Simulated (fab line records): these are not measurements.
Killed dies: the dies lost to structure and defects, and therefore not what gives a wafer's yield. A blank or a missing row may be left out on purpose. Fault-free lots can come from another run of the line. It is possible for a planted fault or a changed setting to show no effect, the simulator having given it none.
Which tool was responsible? | flow berkeleyCmos170 | 7 lots with 21 wafers sampled at 3 steps, on a route of 331 steps

== WHAT THE GAUGES READ, wafer by wafer ==
UCB170_SDANNEAL_RS_MEAS_03: measurement is done with a four-point probe.
lot  | measured     | on           | NSD_RS (ohm/sq)
L469 | day 6 18:54  | filmMetro-03 | 37.27 37.29 37.36
L471 | day 7 07:26  | filmMetro-04 | 37.30 37.23 37.33
L473 | day 7 17:10  | filmMetro-03 | 37.19 37.23 37.25
L476 | day 8 14:00  | filmMetro-02 | 37.25 37.26 37.26
L481 | day 9 18:58  | filmMetro-02 | - - -
L483 | day 9 19:35  | filmMetro-04 | - - -
L489 | day 11 05:36 | filmMetro-03 | 37.37 37.40 37.19

== WHAT TOOL EACH LOT RAN ON (gives the tool, then ch and the chambers of the sampled wafers, and finally the start) ==
lot  | UCB170_PWELL_ETCH_14             | UCB170_NSD_IMPLANT_08
L469 | rieDiel-02 ch 0,1,3, day 3 05:25 | implanter-02 ch 0, day 6 17:18
L471 | rieDiel-03 ch 1,2,3, day 3 13:42 | implanter-04 ch 0, day 7 05:50
L473 | rieDiel-01 ch 0,1,2, day 4 00:13 | implanter-04 ch 0, day 7 15:41
L476 | rieDiel-03 ch 2,3, day 4 18:16   | implanter-03 ch 0, day 8 12:25
L481 | rieDiel-02 ch 1,2,3, day 5 20:50 | implanter-02 ch 0, day 9 16:59
L483 | rieDiel-01 ch 1,3, day 6 03:15   | implanter-02 ch 0, day 9 17:49
L489 | rieDiel-02 ch 2,3, day 7 08:46   | implanter-04 ch 0, day 11 03:58
- UCB170_PWELL_ETCH_14: etches Si3N4 in CH3F/Ar/O2, stops on SiO2, target depth 242 nm, time 151 s.
- UCB170_NSD_IMPLANT_08

== THE ANSWER, worked out from the rows above alone ==
Rule: usual is defined by the lots themselves. Put in order of their means at a reading, lots are off if they are a third of the lots or fewer, leave a main group of 4 or more, and stand apart from it by a gap of 3 or more times the standard deviation of the main group's means; of several such gaps the widest counts. The tables above print the reading to a certain number of digits; a main group whose means all agree to those digits is not used. Also off: a lot with no number at a reading for which 4 or more lots have one. Any other lot the step has rows for is counted as sound.
Off: L481, L483, seen at UCB170_SDANNEAL_RS_MEAS_03 (NSD_RS). Without a number there: L481, L483. Main group: mean 37.28 ohm/sq, sd 0.035.
A tool fits if, at a process step before that reading, it ran every lot that is off, and no sound lot after the first of them. Gauges at UCB170_SDANNEAL_RS_MEAS_03: tried the same way as those tools. One fits: implanter-02 at UCB170_NSD_IMPLANT_08. Its last sound lot is L469 (day 6 17:18), its first lot that is off L481 (day 9 16:59): a fault that began between those two fits.

== WHAT THE SIMULATOR PUT IN ==
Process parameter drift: implanter-02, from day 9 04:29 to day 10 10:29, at UCB170_NSD_IMPLANT_08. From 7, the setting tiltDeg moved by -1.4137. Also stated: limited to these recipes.
Struck lots among those shown: L481, L483. The rule above found the same.
